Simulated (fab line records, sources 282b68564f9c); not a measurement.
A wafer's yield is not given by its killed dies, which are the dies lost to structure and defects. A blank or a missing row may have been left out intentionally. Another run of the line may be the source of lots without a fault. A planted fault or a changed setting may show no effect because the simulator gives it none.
Which of the tools did it? | flow ritCmos | Sampling: 14 lots, 42 wafers, 2 of 202 route steps

## WHAT EACH GAUGE READ, for each wafer
RIT_NRETRO_TW_MEAS_10. Usual: for NRETRO_TW the level is 1050 and the standard deviation is 7.9.
lot  | measured    | on           | NRETRO_TW      | flag
L907 | day 2 14:54 | filmMetro-04 | 1052 1046 1052 | 
L908 | day 2 17:23 | filmMetro-04 | 1047 1048 1047 | 
L909 | day 2 20:50 | filmMetro-01 | 1049 1058 1056 | 
L910 | day 2 23:08 | filmMetro-03 | 1054 1051 1047 | 
L912 | day 3 13:08 | filmMetro-03 | 1065 1064 1066 | 
L913 | day 3 13:25 | filmMetro-01 | 1044 1050 1053 | 
L916 | day 4 02:52 | filmMetro-03 | 1152 1141 1147 | OFF
L920 | day 5 00:46 | filmMetro-01 | 1134 1127 1125 | OFF
L922 | day 5 10:54 | filmMetro-01 | 1043 1047 1045 | 
L924 | day 5 20:50 | filmMetro-03 | 1056 1058 1059 | 
L925 | day 6 01:18 | filmMetro-03 | 1059 1062 1060 | 
L927 | day 6 15:07 | filmMetro-01 | 1041 1039 1039 | 
L928 | day 7 00:21 | filmMetro-01 | 1046 1052 1048 | 
L929 | day 7 05:25 | filmMetro-01 | 1050 1045 1050 | 

## TOOL THAT RAN EACH LOT (tool first, then ch and the chambers of the sampled wafers, then the start)
lot  | RIT_NRETRO_IMPLANT_08
L907 | implanter-04 ch 0, day 2 14:34
L908 | implanter-03 ch 0, day 2 17:05
L909 | implanter-01 ch 0, day 2 20:31
L910 | implanter-03 ch 0, day 2 22:50
L912 | implanter-03 ch 0, day 3 12:49
L913 | implanter-01 ch 0, day 3 13:06
L916 | implanter-03 ch 0, day 4 02:32
L920 | implanter-03 ch 0, day 5 00:29
L922 | implanter-01 ch 0, day 5 10:34
L924 | implanter-04 ch 0, day 5 20:32
L925 | implanter-01 ch 0, day 6 00:58
L927 | implanter-01 ch 0, day 6 14:48
L928 | implanter-01 ch 0, day 7 00:01
L929 | implanter-01 ch 0, day 7 05:08
- RIT_NRETRO_IMPLANT_08

## AS READ BY THE TOOLS THEMSELVES (means over the sampled wafers that have a number; for cases with no such wafer, the mark the record gives instead)
RIT_NRETRO_IMPLANT_08. Usual: beamEnergyKeV reads 70.004 (standard deviation 0.02).
lot  | tool         | beamEnergyKeV | flag
L907 | implanter-04 | 69.996        | 
L908 | implanter-03 | 70.003        | 
L909 | implanter-01 | 70.015        | 
L910 | implanter-03 | 70.014        | 
L912 | implanter-03 | 70.012        | 
L913 | implanter-01 | 70.019        | 
L916 | implanter-03 | 94.491        | OFF
L920 | implanter-03 | 94.513        | OFF
L922 | implanter-01 | 70.007        | 
L924 | implanter-04 | 69.982        | 
L925 | implanter-01 | 70.011        | 
L927 | implanter-01 | 69.980        | 
L928 | implanter-01 | 70.033        | 
L929 | implanter-01 | 69.986        | 

## THE ANSWER, worked out from the rows above alone
Rule: a lot is off if the mean of its wafers that have a number lies more than 3 standard deviations from the usual mean. A lot without any number at a reading at which 4 lots or more have one is off too. Any other lot the step has rows for is counted as sound. The gauges are gone through in route order, then the tools' own readings, and for those a lot's mean is taken as printed above. The first step at which some lot is off is used, and at that step the reading that is off furthest; a lot without a number counts as furthest.
Off: L916, L920, at RIT_NRETRO_TW_MEAS_10 (NRETRO_TW).
A tool fits if, at a process step before that reading, it ran every lot that is off, and no sound lot after the first of them. The gauges at RIT_NRETRO_TW_MEAS_10 aren't tried: what is off there is off at RIT_NRETRO_IMPLANT_08 too, on other tools, and a gauge's error can't cause that. One fits: implanter-03 at RIT_NRETRO_IMPLANT_08. A fault onset in the window from L912 (day 3 12:49, its last sound lot) to L916 (day 4 02:32, its first lot off) fits.
On the lots that are off, the tool's own readings at RIT_NRETRO_IMPLANT_08 differ by more than 5 times the standard deviation of the sound lots' means, which bears it out; beamEnergyKeV reads 94.502 there versus 70.005 on the sound lots.

## WHAT THE SIMULATOR HAD INSERTED
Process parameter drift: implanter-03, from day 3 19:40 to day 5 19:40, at RIT_NRETRO_IMPLANT_08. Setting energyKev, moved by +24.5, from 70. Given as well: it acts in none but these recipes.
Shown lots that were struck: L916, L920. This agrees with what the rule above found.
